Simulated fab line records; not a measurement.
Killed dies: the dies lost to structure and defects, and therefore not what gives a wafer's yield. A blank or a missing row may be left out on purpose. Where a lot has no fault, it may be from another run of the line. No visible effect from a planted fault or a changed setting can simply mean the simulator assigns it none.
A struck lot beside a sound one    flow rit-cmos    19 out of 202 route steps
Sound: these wafers, L756.2, L756.3, L756.4. The struck wafers were L762.3, L762.4, L762.5. Last of all comes the cause.
Order at every step that has rows: each side's tool, ch and its chambers, its first start. Under that, the readings that differ: sound wafers    struck wafers    difference of the means    sigmas: that difference in standard deviations of wafers without a fault.
alike: words and numbers the same on both sides, and readings whose means are apart by under 2 such deviations; not compared: readings that were withheld, readings missing a value for some wafer, numbers with overlapping values and no deviation given by the record, and bounds like >300 which may hide the same value.
A row with sigmas, a row that says differs or no value, or rows on one side alone: a step with any of these is where the two part. When numbers do not overlap yet have no deviation, they are printed without sigmas and do not part them. Lack of a reading on every wafer of one side parts them only where that side has two or more wafers.

first, 3 steps without rows for these wafers: RIT_GATE_CLEAN_02 (cleans in dHF, time 30 s); RIT_GATE_CLEAN_03 (cleans in SC2, time 600 s); RIT_GATE_CLEAN_04 (cleans in dHF, time 60 s).
RIT_FOX2_THK_MEAS_91:
  sound: film-metro-04 at day 2 08:48; struck: film-metro-02 at day 3 18:32
  alike: FIELD_OXIDE_LEFT_2_THK
then, 2 steps without rows for these wafers: RIT_GATE_OXIDATION_05 (target thk 3 nm, ox time 270 s); RIT_GATE_ANNEAL_06 (time 600 s).
RIT_GATE_THK_MEAS_07:
  sound: film-metro-03 at day 2 11:00; struck: film-metro-03 at day 3 19:55
  alike: GATE_OXIDE_THK
then, 1 step without rows for these wafers: RIT_GATE_CVD_08 (deposits poly-Si from SiH4, target thk 250 nm, time 2220 s).
RIT_GATE_THK_MEAS_09:
  sound: film-metro-02 at day 2 12:46; struck: film-metro-02 at day 3 22:24
  alike: GATE_POLY_THK
then, 3 steps without rows for these wafers: RIT_GATE_HMDS_10 (prime time 60 s); RIT_GATE_COAT_11 (resist thk 850 nm); RIT_GATE_SOFTBAKE_12 (time 60 s).
RIT_GATE_EXPOSE_13: exposes mask M6, target cd 150 nm.
  sound on iline-stepper-02 ch 0, day 2 13:17; struck on iline-stepper-02 ch 0, day 3 23:03
reading                       sound                    struck             difference  sigmas
model.GATE.overlay-x-nm (nm)  -0.7765 -0.7765 -0.7765  240.1 240.1 240.1  +240.9      
  alike: mask, reticle-temp-C
then, 2 steps without rows for these wafers: RIT_GATE_PEB_14; RIT_GATE_DEVELOP_15 (develop time 50 s).
RIT_GATE_CD_MEAS_16: target cd 150 nm.
  sound: cd-sem-02 at day 2 13:41; struck: cd-sem-02 at day 3 23:27
  alike: cd-nm
RIT_GATE_OVL_MEAS_17:
  sound: overlay-02 at day 2 13:47; struck: overlay-01 at day 3 23:32
reading        sound           struck             difference  sigmas
GATE_OVL (nm)  -0.5 -0.4 -0.3  240.8 242.1 240.2  +241.4      +99 or more
then, 1 step without rows for these wafers: RIT_GATE_HARDBAKE_18 (time 60 s).
RIT_M1_PROBE_99:
  sound: prober-01 at day 3 10:05; struck: prober-01 at day 4 19:45
reading                                     sound                 struck                difference  sigmas
model.etest.pldd.width-nm (nm)              3144 3123 3128        2991 2989 3000        -138        
model.etest.nldd.width-nm (nm)              3139 3136 3139        2995 3004 2985        -143        
model.etest.gate-end-array.leak-log10-a-um  -13.03 -12.89 -12.72  -7.614 -7.421 -7.631  +5.325      
model.etest.nmos_0p15.junction-log10-a-um   -13.65 -13.43 -13.64  -12.39 -12.38 -12.59  +1.12       
model.etest.select-edge-diode-p.over-limit  0 0 0                 1 1 1                 +1          
model.etest.select-edge-diode-n.over-limit  0 0 0                 1 1 1                 +1          
model.etest.nmos-narrow.off-log10-a-um      -13.29 -13.28 -13.36  -12.35 -12.37 -12.52  +0.90       
model.etest.nmos_0p3.off-log10-a-um         -13.11 -13.02 -12.9   -12.33 -12.33 -12.5   +0.62       
  alike: killed_at_M0_to_M3, killed-at-front-end, killed-dies, killed-open, killed-short

WHERE THEY PART
Only at RIT_GATE_OVL_MEAS_17, within this record. Later steps at which nothing parts them and some readings are alike: RIT_M1_PROBE_99.

WHY: whatever the simulator had introduced
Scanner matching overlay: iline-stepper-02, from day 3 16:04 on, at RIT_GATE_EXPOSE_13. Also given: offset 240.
